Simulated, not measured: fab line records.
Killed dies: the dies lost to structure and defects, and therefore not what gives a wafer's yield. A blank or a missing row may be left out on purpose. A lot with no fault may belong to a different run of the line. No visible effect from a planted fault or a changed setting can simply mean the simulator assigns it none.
A struck lot beside a sound one + flow berkeleyCmos170 + 14 out of 331 route steps
Sound: these wafers, L765.1, L765.2, L765.6. The struck wafers were L785.3, L785.4, L785.6. At the end, the cause is stated.
Order at every step that has rows: each side's tool, ch and its chambers, its first start. Under that, the readings that differ: sound wafers + struck wafers + difference of the means + sigmas: that difference in standard deviations of wafers without a fault.
alike: readings with means less than 2 such deviations apart, plus words and numbers identical on both sides. not compared: withheld readings, readings lacking a value on some wafer, bounds such as >300 that could conceal the same value, and numbers that have no deviation in the record and whose values overlap.
Wherever a step has rows on one side only, a row that says differs or no value, or a row with sigmas, the two part there. Numbers that have no deviation but don't overlap get no sigmas and don't part them. Lack of a reading on every wafer of one side parts them only where that side has two or more wafers.

first, 5 steps without rows for these wafers: UCB170_PWELL_CLEAN_18 (cleans in SPM, time 600 s); UCB170_PWELL_WET_ETCH_19 (etches Si3N4 in H3PO4, time 14400 s); UCB170_PWELL_WET_ETCH_20 (etches SiO2 in BOE, time 22 s); UCB170_WELLDRIVE_CLEAN_00 (cleans in SPM, time 600 s); UCB170_WELLDRIVE_OXIDATION_01 (target thk 199 nm, ox time 9000 s).
UCB170_WELLDRIVE_THK_MEAS_02:
  struck on filmMetro-03, day 8 01:40; sound on filmMetro-04, day 3 09:22
  alike: WELLDRIVE_OXIDE_THK
then, 5 steps without rows for these wafers: UCB170_WELLDRIVE_ANNEAL_03 (time 900 s); UCB170_WELLDRIVE_WET_ETCH_04 (etches SiO2 in BOE, time 120 s); UCB170_ACTIVE_CLEAN_00 (cleans in SPM, time 600 s); UCB170_ACTIVE_CLEAN_01 (cleans in dHF, time 60 s); UCB170_ACTIVE_OXIDATION_02 (target thk 26.4 nm, ox time 1260 s).
UCB170_ACTIVE_THK_MEAS_03:
  struck on filmMetro-04, day 8 08:59; sound on filmMetro-02, day 3 15:21
  alike: ACTIVE_OXIDE_THK
UCB170_ACTIVE_ANNEAL_04: time 900 s.
  sound on furnace-02 ch 0, day 3 19:13; struck on furnace-03, day 8 09:43
  no value came back on the struck wafers for spikeTcCentreC (C), spikeTcLoadC (C), zonePowerSourcePct (%); on the sound wafers spikeTcCentreC (C) reads 1004.6 1001.5 1001.5
then, 1 step without rows for these wafers: UCB170_ACTIVE_CVD_05 (deposits Si3N4 from SiH2Cl2/NH3, target thk 220 nm, time 3300 s).

## WHERE THEY PART
Only at UCB170_ACTIVE_ANNEAL_04, as far as this record shows.

WHY: the cause the simulator had injected
Beginning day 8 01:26, the whole step at UCB170_ACTIVE_ANNEAL_04 was skipped on furnace-03. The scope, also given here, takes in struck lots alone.
